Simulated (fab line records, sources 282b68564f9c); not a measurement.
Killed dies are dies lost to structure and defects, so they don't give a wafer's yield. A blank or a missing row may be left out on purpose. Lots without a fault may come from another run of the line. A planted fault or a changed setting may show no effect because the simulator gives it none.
Chamber matching | flow rit_cmos | RIT_SPACER_ETCHBACK_05 on rie_diel-04: 4 sister chambers
The step etches Si3N4 in SF6/CHF3, stops on SiO2, target depth 250 nm, time 240 s. 8 wafers are shown with their chamber, then 8 later ones without.

WAFERS WITH THEIR CHAMBER
wafer  | chamber | drypump_motor_current_A (A) | throttle_valve_pct (%)
L588.2 | 2       | 5.64                        | 10.18
L588.5 | 3       | 5.77                        | 10.20
L589.5 | 0       | 5.87                        | 10.31
L589.6 | 3       | 5.78                        | 10.16
L592.1 | 0       | 5.87                        | 10.29
L592.3 | 1       | 6.14                        | 10.32
L592.6 | 2       | 5.65                        | 10.19
L595.2 | 1       | 6.13                        | 10.31

WAFERS WITHOUT THEIR CHAMBER
wafer  | drypump_motor_current_A (A) | throttle_valve_pct (%)
L595.3 | 5.64                        | 10.17
L595.5 | 5.86                        | 10.30
L601.1 | 6.13                        | 10.32
L601.3 | 5.88                        | 10.29
L601.5 | 5.87                        | 10.28
L605.1 | 5.87                        | 10.31
L605.3 | 5.67                        | 10.17
L605.5 | 6.16                        | 10.31

WHICH CHAMBER EACH WENT THROUGH
wafer  | from the rows above | in truth
L595.3 | 2                   | 2
L595.5 | 0                   | 0
L601.1 | 1                   | 1
L601.3 | 0                   | 0
L601.5 | 0                   | 0
L605.1 | 0                   | 0
L605.3 | 2                   | 2
L605.5 | 1                   | 1
Placed correctly: 8 of 8. Can't be placed from these rows: 0. Placed wrongly: 0.
How it was worked out, from the rows above alone: a wafer's distance from a chamber is the root of the sum, over the readings, of the square of ((its reading less the chamber's mean) divided by the reading's scatter). The wafer belongs to the nearest chamber; if the next one is less than 2 further off, it can't be placed. A chamber's mean is the mean of its shown wafers. The scatter: the root of (the sum of the squares of (reading less its chamber's mean) over the shown wafers, divided by (wafers less chambers)).
